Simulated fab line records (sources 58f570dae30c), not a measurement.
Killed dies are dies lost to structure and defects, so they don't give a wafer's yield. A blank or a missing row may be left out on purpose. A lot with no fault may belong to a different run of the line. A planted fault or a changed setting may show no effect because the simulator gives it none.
Split-lot experiment ; flow berkeley cmos170 ; on a route of 331 steps: 5 lots, 23 wafers read

## SPLIT DETAILS
At UCB170_CONTACT_EXPOSE_12 (exposes mask CONT, target cd 700 nm), the setting dose mj was moved away from the recipe's 35 on 7 of the 23 wafers read, by -3.2% to +3.8%. For the rest of the wafers, this setting stayed at what the recipe calls for.

## FROM THE SPLIT TO THE READING: what the file shows between them, 6 steps
- UCB170_CONTACT_PEB_13
- UCB170_CONTACT_DEVELOP_14: develop time 45 s
- UCB170_CONTACT_CD_MEAS_15: target cd 700 nm
- UCB170_CONTACT_ETCH_17: etches BARC in N2/H2
- UCB170_CONTACT_ETCH_18: etches PSG in CHF3/CF4/Ar, stops on TiSi2, target depth 840 nm, time 195 s
- UCB170_CONTACT_STRIP_19: strips in O2

## THE READING
At UCB170_CONTACT_CD_MEAS_90: cd nm in nanometres, against a target cd of 700 nm. Fault-free wafers of this fab line usually give 699.1 nm, standard deviation 1.5 nm.

wafer;tool, chamber at the split;dose mj as run;against the recipe;cd nm, nm;against lot-mates on the recipe
L074.1;krf scanner-02, 0;35;recipe;700.8;-
L074.2;krf scanner-02, 0;35;recipe;700.3;-
L074.3;krf scanner-02, 0;35;recipe;699.7;-
L074.4;krf scanner-02, 0;35;recipe;701.8;-
L074.5;krf scanner-02, 0;35;recipe;701.7;-
L076.1;krf scanner-01, 0;35;recipe;695.2;-
L076.3;krf scanner-01, 0;35;recipe;696.7;-
L076.4;krf scanner-01, 0;35;recipe;696.5;-
L076.5;krf scanner-01, 0;35.68;+1.9%;700.7;+4.6
L076.6;krf scanner-01, 0;35.68;+1.9%;701.3;+5.2
L077.1;krf scanner-01, 0;35;recipe;701.5;-
L077.2;krf scanner-01, 0;33.89;-3.2%;695.0;-5.5
L077.3;krf scanner-01, 0;33.89;-3.2%;693.9;-6.6
L077.4;krf scanner-01, 0;35;recipe;699.5;-
L077.5;krf scanner-01, 0;33.89;-3.2%;694.9;-5.6
L079.2;krf scanner-01, 0;35;recipe;698.4;-
L079.4;krf scanner-01, 0;35;recipe;697.8;-
L079.5;krf scanner-01, 0;35;recipe;696.8;-
L080.1;krf scanner-02, 0;35;recipe;697.5;-
L080.2;krf scanner-02, 0;36.33;+3.8%;703.6;+5.9
L080.3;krf scanner-02, 0;35;recipe;697.6;-
L080.5;krf scanner-02, 0;36.33;+3.8%;706.7;+9.0
L080.6;krf scanner-02, 0;35;recipe;698.1;-

THE FIT
A straight line over all 23 wafers: cd nm changes by +1.45 nm for each +1% of dose mj; r = +0.81; the points scatter about the line by 1.9 nm.
The same after taking each lot's own level away (the mean of its wafers on the recipe; 23 wafers): +1.97 nm for each +1%; r = +0.97; scatter 0.87 nm.
Per that fit: largest dose mj move, reading shift of 7.5 nm.
Measured against the standard deviation above, the lots' own levels, which go from 696.13 to 700.86 nm, span 3.2 times it.
In other words, the slope is changed by the lot-to-lot level; the two fits disagree.
Check: for one of the wafers moved furthest among these (+3.8%), held out of the fit, the line's prediction against its lot-mates is +8.2 nm. Against them it came out at +5.87 nm.

## FURTHER SPLITS ON THESE WAFERS
Other splits were also applied to these wafers ahead of the reading. Each is held against what the fit with the lots' levels taken away leaves over:
other split on the same wafers;wafers away from the commonest value;r with cd nm (lot level and that fit taken away)
UCB170_BACKSIDE_COAT_01 spin rpm;8;+0.05
UCB170_SILICIDE_SPUTTER_01 power w;7;+0.32

## THE WHOLE CHAIN: every reading that the file lists as answering this split, in the file's order
step;what it does;reading;change (the file's fit);r (the file's)
UCB170_CONTACT_CD_MEAS_15;target cd 700 nm;cd nm;+1.99 nm for each +1% of the setting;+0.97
UCB170_CONTACT_ETCH_17;etches BARC in N2/H2;CONTACT.cd nm (the simulator's own value, which no gauge read);+2.02 nm for each +1% of the setting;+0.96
UCB170_CONTACT_CD_MEAS_90;target cd 700 nm;cd nm;+2 nm for each +1% of the setting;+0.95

## FILE'S OWN FIT
cd nm changes by +2 nm for each +1% of dose mj, r = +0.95.
